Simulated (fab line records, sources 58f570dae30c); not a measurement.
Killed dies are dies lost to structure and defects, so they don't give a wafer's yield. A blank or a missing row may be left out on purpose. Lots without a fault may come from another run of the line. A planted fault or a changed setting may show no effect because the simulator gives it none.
Which tool did it? | flow berkeley_cmos170 | 14 lots, 42 wafers sampled, at 2 steps of a route of 331

WHAT THE GAUGES READ, wafer by wafer
UCB170_NWELL_THK_MEAS_05. Usual: NWELL_NITRIDE_THK 224.2 nm, standard deviation 1.9.
lot  | measured    | on            | NWELL_NITRIDE_THK (nm) | flag
L146 | day 2 12:01 | film_metro-01 | 224.8 222.5 222.9      |
L147 | day 3 01:45 | film_metro-01 | 225.5 226.4 222.8      |
L149 | day 3 01:47 | film_metro-03 | 225.5 224.8 224.3      |
L151 | day 3 08:46 | film_metro-03 | 222.2 223.2 224.2      |
L152 | day 3 21:20 | film_metro-03 | 223.8 224.5 223.3      |
L153 | day 3 21:21 | film_metro-02 | 227.1 226.8 226.3      |
L154 | day 4 04:23 | film_metro-02 | 227.1 226.2 226.3      |
L155 | day 4 04:23 | film_metro-03 | 223.8 222.6 224.8      |
L156 | day 4 09:53 | film_metro-03 | 222.9 223.2 222.2      |
L159 | day 4 17:59 | film_metro-03 | 224.5 225.0 224.5      |
L161 | day 5 09:09 | film_metro-03 | 224.4 223.2 224.5      |
L162 | day 5 13:35 | film_metro-02 | 225.9 223.9 225.1      |
L163 | day 5 20:05 | film_metro-02 | 222.9 222.7 221.9      |
L164 | day 6 02:02 | film_metro-01 | 226.0 225.6 224.2      |

UCB170_PWELL_THK_MEAS_03. Usual: PWELL_OXIDE_THK 26.0 nm, standard deviation 0.6.
lot  | measured    | on            | PWELL_OXIDE_THK (nm) | flag
L146 | day 3 01:02 | film_metro-02 | 26.8 26.8 26.8       |
L147 | day 3 14:37 | film_metro-04 | 26.5 26.5 26.6       |
L149 | day 3 14:37 | film_metro-03 | 26.9 26.9 26.6       |
L151 | day 3 23:28 | film_metro-02 | 25.4 25.5 25.5       |
L152 | day 4 06:48 | film_metro-03 | 25.1 25.3 25.2       |
L153 | day 4 06:49 | film_metro-04 | 26.0 25.5 25.6       |
L154 | day 4 20:43 | film_metro-04 | 26.8 26.8 26.8       |
L155 | day 4 20:41 | film_metro-02 | 26.5 26.7 26.3       |
L156 | day 4 20:41 | film_metro-03 | 26.1 25.8 25.7       |
L159 | day 5 06:38 | film_metro-04 | 26.0 26.0 26.0       |
L161 | day 5 21:16 | film_metro-04 | 25.3 25.2 25.5       |
L162 | day 6 02:56 | film_metro-03 | 25.9 26.1 26.2       |
L163 | day 6 10:08 | film_metro-04 | 25.5 25.0 25.5       |
L164 | day 6 10:08 | film_metro-02 | 26.3 26.4 26.5       |

WHICH TOOL RAN EACH LOT (tool, then ch and the chambers of the sampled wafers, then the start)
The record holds no process step before these readings.

WHAT THE TOOLS THEMSELVES READ (means of the sampled wafers that have a number; where no wafer has one, the mark that the record gives instead)
The record holds no such reading with a usual standard deviation.

THE ANSWER, worked out from the rows above alone
Rule: a lot is off if the mean of its wafers that have a number lies more than 3 standard deviations from the usual mean. A lot without any number at a reading at which 4 lots or more have one is off too. The other lots that the step has rows for count as sound. The gauges are gone through in route order, then the tools' own readings, and for those a lot's mean is taken as printed above. The first step at which some lot is off is used, and at that step the reading that is off furthest; a lot without a number counts as furthest.
No lot is off at any reading shown: from this, nothing can be told.

WHAT THE SIMULATOR HAD PUT IN
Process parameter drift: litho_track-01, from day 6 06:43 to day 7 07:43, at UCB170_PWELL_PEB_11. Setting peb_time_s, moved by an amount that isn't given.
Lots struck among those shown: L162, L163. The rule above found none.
